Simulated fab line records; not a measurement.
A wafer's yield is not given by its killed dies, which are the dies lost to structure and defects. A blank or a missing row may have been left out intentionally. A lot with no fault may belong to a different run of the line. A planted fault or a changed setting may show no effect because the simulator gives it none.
2 desks, one fault -- flow berkeleyCmos170 -- every desk sees just its own numbers, and what lay behind them comes last

TOOL OWNER'S DESK, rieDiel-04
The tool's own readings at UCB170_ACTIVE_ETCH_15 (etches Si3N4 in CH3F/Ar/O2, stops on SiO2, target depth 242 nm, time 151 s): means of the sampled wafers that have a number, for each lot that ran on this tool. Any lot whose mean is over 4 standard deviations away from the usual mean is out of limits and marked OUT; that distance is given in the brackets.
Columns: A = CH3F_flow_sccm at UCB170_ACTIVE_ETCH_15, usual 20.01 sccm; B = O2_flow_sccm at UCB170_ACTIVE_ETCH_15, usual 7.000 sccm; C = drypumpMotorCurrentA at UCB170_ACTIVE_ETCH_15, usual 5.6 A; D = oesProductAu at UCB170_ACTIVE_ETCH_15, usual 0.947 a.u.; E = throttleValvePct at UCB170_ACTIVE_ETCH_15, usual 7.99 %
lot,first seen here,A,B,C,D,E
L107,day 5 19:37,20.01,6.980,5.5,0.950,8.00
L115,day 7 09:13,20.05,6.982,5.8,0.943,8.01
L117,day 7 20:42,20.02,6.971,5.8,0.949,8.00
Finding of this desk: none of the 3 lots has anything out of limits.

FROM THE METROLOGY DESK
What the gauges read for every lot (on any tool): the sampled wafers with a number, averaged. Any lot whose mean is over 4 standard deviations away from the usual mean is out of limits and marked OUT; that distance is given in the brackets.
Columns: A = ACTIVE_OXIDE_THK at UCB170_ACTIVE_THK_MEAS_03, usual 26.3 nm; B = ACTIVE_NITRIDE_THK at UCB170_ACTIVE_THK_MEAS_06, usual 220.5 nm; C = cdNm at UCB170_ACTIVE_CD_MEAS_13, usual 1200.0 nm; D = ACTIVE_OVL at UCB170_ACTIVE_OVL_MEAS_14, usual -3 nm; E = cdNm at UCB170_ACTIVE_CD_MEAS_90, usual 1200.0 nm; F = PFIELD_OVL at UCB170_PFIELD_OVL_MEAS_06, usual 1 nm; G = PFIELD_TW at UCB170_PFIELD_TW_MEAS_09, usual 597
lot,first seen here,A,B,C,D,E,F,G
L102,day 4 05:28,26.4,220.0,1201.3,-3,1201.2,-1,590
L107,day 5 12:04,25.4,216.4,1200.1,-3,1199.8,-6,606
L115,day 6 21:04,26.8,220.7,1198.5,-7,1198.6,10,599
L117,day 7 08:52,26.2,222.4,1200.1,-6,1200.0,4,597
L120,day 7 22:47,26.0,221.9,1199.9,-3,1199.9,6,596
L123,day 9 10:25,25.3,221.2,1201.0,-7,1201.3,-1,596
Finding of this desk: none of the 6 lots has anything out of limits.

BROUGHT TOGETHER
The tool owner's desk saw nothing out of limits.
Metrology desk: nothing out of limits seen.

WHAT HAD BEEN PUT IN BY THE SIMULATOR
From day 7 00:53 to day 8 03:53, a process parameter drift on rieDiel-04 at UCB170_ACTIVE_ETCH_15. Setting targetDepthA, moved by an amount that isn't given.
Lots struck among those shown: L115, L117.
